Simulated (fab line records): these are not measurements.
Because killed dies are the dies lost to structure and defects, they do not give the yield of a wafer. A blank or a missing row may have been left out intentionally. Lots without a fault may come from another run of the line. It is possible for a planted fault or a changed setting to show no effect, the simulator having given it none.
fab line records	flow berkeley-cmos170
record lots=7	wafers=21	last-day=12
route steps=331 shown NWELL@26 PWELL@34
lots with no fault: from the same line, run without faults
start-h: start of the lot's first displayed wafer, in hours after the record's first day	wait-h: hours elapsed since this lot's preceding step	" the same as in the row above	L1.1+2: several wafers, shown together as one row	- no value present, or no start provided	* or withheld: withheld	< > ~ a bound
route shown NAME@n: NAME is a module with steps in the file, n the number in the route of the first one	usual: mean and standard deviation over wafers with no fault	same: alike in all rows	chamber/n: place in a boat	sites: per-site readings	_std_site: their standard deviation	_edge_site: mean of outer sites minus mean of inner sites	radius-mm: how far each site lies from the wafer's centre	mask NAME#n: copy n	behind: the most recent tool/chamber to have shaped the wafer	hold: why the lot went on hold/how many hours it stayed there/how the hold came to an end	device: the n, p or np transistor that did not switch	end of line: at the end of the route, the tests of the same wafers	step lacking rows: just its recipe	killed: not the wafer's yield, but the dies lost to structure and defects at the first sort	map: a wafer's dies, marking killed ones x, the rest . and places with no die _
set.NAME: the setting that was run; set.NAME@STEP: the one run at that earlier step	model.NAME: the simulator's own value behind a step, which no gauge read
lots at some steps of the route; a table a step, a row a wafer
services: the hour from which a tool's chamber was out of use, counted from the record's first day as start-h (under 0 if before that day), plus the number of hours and why
## steps
# step UCB170_NWELL_OVL_MEAS_12
# usual NWELL_OVL=-3/4.4
lot.wafer	tool	chamber	start-h	wait-h	NWELL_OVL[nm]
L251.2	overlay-02	-	60.43	-	3
L251.3	"	-	"	"	1
L251.6	"	-	"	"	0
L257.1	overlay-02	-	77.59	-	-1
L257.3	"	-	"	"	0
L257.5	"	-	"	"	2
L263.1	overlay-02	-	109.25	-	-2
L263.3	"	-	"	"	-5
L263.6	"	-	"	"	-10
L264.2	overlay-02	-	109.58	-	-2
L264.5	"	-	"	"	0
L264.6	"	-	"	"	-4
L265.2	overlay-01	-	117.64	-	-5
L265.3	"	-	"	"	-5
L265.4	"	-	"	"	-6
L272.3	overlay-01	-	147.09	-	2
L272.4	"	-	"	"	1
L272.5	"	-	"	"	-1
L271.1	overlay-01	-	147.12	-	-6
L271.2	"	-	"	"	-10
L271.3	"	-	"	"	-10
# step UCB170_NWELL_ETCH_13
# recipe chemistry=CH3F/Ar/O2	target=Si3N4	stop-on=SiO2	CH3F_flow_sccm=20	Ar_flow_sccm=50	O2_flow_sccm=7	pressure-mtorr=50	rf-w=450	target-depth-a=2464	over-etch-frac=0.1	time-s=154
# usual drypump-motor-current-A=5.7/0.36	oes-product-au=0.938/0.021	throttle-valve-pct=8.02/0.12
lot.wafer	tool	chamber	start-h	wait-h	drypump-motor-current-A	oes-product-au	rf-hours-counter-h	throttle-valve-pct
L251.2	rie-diel-01	1	60.46	0.0	6.1	0.955	35	7.84
L251.3	"	2	"	"	6.0	0.899	96	8.00
L251.6	"	3	"	"	5.8	0.914	-	8.00
L257.1	rie-diel-01	1	77.63	0.0	6.1	0.946	35	7.84
L257.3	"	2	"	"	6.0	0.901	97	8.00
L257.5	"	0	"	"	5.3	0.938	-	7.99
L263.1	rie-diel-04	1	109.28	0.0	5.9	0.944	3	7.90
L263.3	"	0	"	"	5.8	0.949	2	8.15
L263.6	"	0	"	"	5.8	0.944	-	8.17
L264.2	rie-diel-01	3	109.61	0.0	5.7	0.914	24	8.00
L264.5	"	0	"	"	5.3	0.918	-	7.99
L264.6	"	1	"	"	6.0	0.955	-	7.84
L265.2	rie-diel-01	0	117.67	0.0	5.3	0.931	3	7.99
L265.3	"	3	"	"	5.7	0.915	24	7.99
L265.4	"	2	"	"	6.0	0.901	-	8.02
L272.3	rie-diel-04	3	147.12	0.0	5.3	0.962	98	8.06
L272.4	"	0	"	"	5.8	0.973	4	8.17
L272.5	"	0	"	"	5.8	0.973	-	8.16
L271.1	rie-diel-01	0	147.15	0.0	5.3	0.932	5	7.98
L271.2	"	3	"	"	5.7	0.915	25	7.99
L271.3	"	2	"	"	6.1	0.899	100	8.00
# step UCB170_NWELL_IMPLANT_14
# recipe species=P	dose-cm2=1e+13	energy-kev=150	tilt-deg=7
# step UCB170_NWELL_STRIP_15
# recipe chemistry=O2	power-w=400	pressure-mtorr=3500	platen-temp-c=withheld	o2-flow-sccm=400	overash-fraction=0.5
# usual drypump-motor-current-A=5.9/0.34	o2-flow-sccm=400.1/1.3	oes-product-au=0.721/0.0047	strip-time-to-endpoint-s=18.02/0.082
lot.wafer	tool	chamber	start-h	wait-h	drypump-motor-current-A	o2-flow-sccm	oes-product-au	rf-hours-counter-h	strip-time-to-endpoint-s
L251.2	plasma-asher-03	1	60.71	0.1	5.5	399.5	0.726	24	17.89
L251.3	"	0	"	"	6.1	400.5	0.716	-	17.96
L251.6	"	0	"	"	6.2	400.4	0.711	-	17.95
L257.1	plasma-asher-02	1	77.88	0.1	6.2	399.3	0.721	31	17.99
L257.3	"	1	"	"	6.1	397.8	0.717	-	18.03
L257.5	"	1	"	"	6.1	399.9	0.720	-	18.00
L263.1	plasma-asher-03	0	109.53	0.1	6.1	400.0	0.723	31	18.11
L263.3	"	0	"	"	6.2	399.6	0.722	-	18.03
L263.6	"	0	"	"	6.2	401.0	0.724	-	18.13
L264.2	plasma-asher-03	0	109.86	0.1	6.2	401.8	0.720	31	17.99
L264.5	"	0	"	"	6.2	401.8	0.721	-	17.91
L264.6	"	1	"	"	5.5	400.9	0.719	-	17.99
L265.2	plasma-asher-04	1	117.92	0.1	6.1	400.9	0.729	0	18.10
L265.3	"	0	"	"	6.4	402.3	0.721	-	18.14
L265.4	"	1	"	"	6.1	398.9	0.724	-	18.13
L272.3	plasma-asher-04	0	147.40	0.1	6.4	398.2	0.719	-	18.09
L272.4	"	1	"	"	6.1	399.0	0.718	-	18.02
L272.5	"	1	"	"	6.1	400.3	0.721	-	18.07
L271.1	plasma-asher-02	1	147.41	0.1	6.2	402.7	0.724	40	18.03
L271.2	"	0	"	"	5.7	401.8	0.720	40	18.05
L271.3	"	0	"	"	5.7	401.4	0.717	-	18.07
# step UCB170_NWELL_TW_MEAS_16
# usual NWELL_TW=1238/17
lot.wafer	tool	chamber	start-h	wait-h	NWELL_TW
L251.2	film-metro-03	-	60.82	0.1	1207
L251.3	"	-	"	"	1220
L251.6	"	-	"	"	1213
L257.1	film-metro-04	-	77.98	0.1	1247
L257.3	"	-	"	"	1246
L257.5	"	-	"	"	1252
L263.1	film-metro-04	-	109.63	0.1	1255
L263.3	"	-	"	"	1250
L263.6	"	-	"	"	1253
L264.2	film-metro-01	-	109.97	0.1	1246
L264.5	"	-	"	"	1239
L264.6	"	-	"	"	1240
L265.2	film-metro-01	-	118.03	0.1	1243
L265.3	"	-	"	"	1238
L265.4	"	-	"	"	1248
L272.3	film-metro-04	-	147.49	0.1	1257
L272.4	"	-	"	"	1259
L272.5	"	-	"	"	1255
L271.1	film-metro-01	-	147.51	0.1	1244
L271.2	"	-	"	"	1251
L271.3	"	-	"	"	1245
# step UCB170_NWELL_CLEAN_17
# recipe chemistry=SPM	temp-c=120	time-s=600
# step UCB170_NWELL_WET_ETCH_18
# recipe chemistry=H3PO4	target=Si3N4	temp-c=160	time-s=14400
# step UCB170_NWELL_WET_ETCH_19
# recipe chemistry=BOE	dilution=5:1	target=SiO2	temp-c=25	time-s=22
# step UCB170_PWELL_CLEAN_00
# recipe chemistry=SPM	temp-c=120	time-s=600
# step UCB170_PWELL_CLEAN_01
# recipe chemistry=dHF	dilution=25:1	time-s=60
# step UCB170_PWELL_OXIDATION_02
# recipe temp-c=1000	ambient=O2	target-thk-a=264	ox-time-s=1260
# step UCB170_PWELL_THK_MEAS_03
# recipe reads=SiO2_of_PWELL_OXIDATION_02
# usual PWELL_OXIDE_THK=26.3/0.49
lot.wafer	tool	chamber	start-h	wait-h	PWELL_OXIDE_THK[nm]
L251.2	film-metro-02	-	71.36	0.0	25.4
L251.3	"	-	"	"	25.6
L251.6	"	-	"	"	25.5
L257.1	film-metro-04	-	85.75	0.0	25.4
L257.3	"	-	"	"	25.9
L257.5	"	-	"	"	25.9
L263.1	film-metro-01	-	121.82	0.0	26.0
L263.3	"	-	"	"	26.2
L263.6	"	-	"	"	26.2
L264.2	film-metro-04	-	121.83	0.0	25.5
L264.5	"	-	"	"	26.1
L264.6	"	-	"	"	26.1
L265.2	film-metro-02	-	129.45	0.0	26.4
L265.3	"	-	"	"	26.4
L265.4	"	-	"	"	26.9
L272.3	film-metro-01	-	158.22	0.0	26.6
L272.4	"	-	"	"	26.5
L272.5	"	-	"	"	26.9
L271.1	film-metro-04	-	158.25	0.1	25.7
L271.2	"	-	"	"	25.7
L271.3	"	-	"	"	26.4
# step UCB170_PWELL_ANNEAL_04
# recipe temp-c=1000	time-s=900	ambient=N2
# usual spike-tc-centre-C=1003.1/0.98	spike-tc-load-C=1025.8/1	spike-tc-source-C=1022.3/2.6	tube_center_temp_C_max=1002.5/0.38
lot.wafer	tool	chamber	start-h	wait-h	spike-tc-centre-C	spike-tc-load-C	spike-tc-source-C	tube_center_temp_C_max
L251.2	furnace-04	0	74.24	2.9	1004.1	1027.9	1022.4	1002.7
L251.3	"	0	"	"	1002.9	1026.7	1021.9	1002.5
L251.6	"	0	"	"	1003.5	1025.6	1022.0	1002.2
L257.1	furnace-02	0	89.97	4.2	1002.3	1025.2	1020.2	1002.5
L257.3	"	0	"	"	1003.3	1026.9	1020.2	1002.3
L257.5	"	0	"	"	1002.4	1025.4	1021.3	1002.3
L263.1	furnace-02	-	127.64	5.8	-	-	-	-
L263.3	"	-	"	"	-	-	-	-
L263.6	"	-	"	"	-	-	-	-
L264.2	furnace-02	-	127.64	5.8	-	-	-	-
L264.5	"	-	"	"	-	-	-	-
L264.6	"	-	"	"	-	-	-	-
L265.2	furnace-02	-	132.72	3.3	-	-	-	-
L265.3	"	-	"	"	-	-	-	-
L265.4	"	-	"	"	-	-	-	-
L271.1	furnace-02	0	161.34	3.1	1003.4	1027.0	1020.1	1003.0
L271.2	"	0	"	"	1003.1	1025.8	1018.8	1002.5
L271.3	"	0	"	"	1002.6	1025.7	1020.2	1002.4
L272.3	furnace-02	0	161.34	3.1	1002.9	1023.9	1019.5	1002.0
L272.4	"	0	"	"	1002.5	1025.4	1022.2	1002.2
L272.5	"	0	"	"	1002.4	1026.0	1022.4	1002.4
# step UCB170_PWELL_CVD_05
# recipe material=Si3N4	target-thk-nm=220	temp-c=800	precursor=SiH2Cl2/NH3	time-s=3300	pressure-mtorr=200	sih2cl2-flow-sccm=25	nh3-flow-sccm=75
## services
tool	chamber	start-h	hours	kind
rie-diel-04	0	47.66	-	clean
rie-diel-04	0	47.66	15.9	scheduled-down
rie-diel-04	0	47.66	15.9	vent-cycle
rie-diel-01	3	50.58	2.4	repair
plasma-asher-04	-	63.77	18.2	repair
furnace-02	-	82.81	3.1	pm
rie-diel-01	1	93.75	3.1	repair
furnace-04	-	103.13	3.4	pm
plasma-asher-04	-	108.75	9.0	pm
plasma-asher-04	0	108.75	9.0	vent-cycle
plasma-asher-04	1	108.75	9.0	vent-cycle
rie-diel-01	1	115.62	2.8	repair
plasma-asher-04	0	117.75	-	clean
plasma-asher-04	1	117.75	-	clean
furnace-04	-	118.64	1.8	repair
rie-diel-04	3	132.54	7.4	repair
plasma-asher-03	-	133.82	14.6	pm
## key
first-sign step=UCB170_PWELL_ANNEAL_04	reading=tool-record	direction=missing
effect none on later readings
met-at UCB170_PWELL_ANNEAL_04
struck-wafers L263.1,L263.3,L263.6,L264.2,L264.5,L264.6,L265.2,L265.3,L265.4
later-rows-left-out L263.1,L263.3,L263.6,L264.2,L264.5,L264.6,L265.2,L265.3,L265.4
sort-left-out L263.1,L263.3,L263.6,L264.2,L264.5,L264.6,L265.2,L265.3,L265.4
tester-left-out L263,L264,L265
onset-between 89.97 127.64
fault kind=skipped-step-whole	tool=furnace-02	chamber=-	onset-h=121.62	steps=UCB170_PWELL_ANNEAL_04	scope=struck-lots-only
# tester-left-out: of these lots the tester's yield and bins aren't shown, on N5 and GAA mostly nor the transistor test; their killed dies are dies lost to structure and defects alone, not to doping, threshold or leakage, so they don't give the yield
# sort-left-out: the simulated sort isn't trusted on such a fault, so these wafers' sort isn't shown, and their yield isn't known
# later-rows-left-out: the simulator's readings of these wafers behind a module that went badly wrong aren't trusted and aren't shown, but for the sort
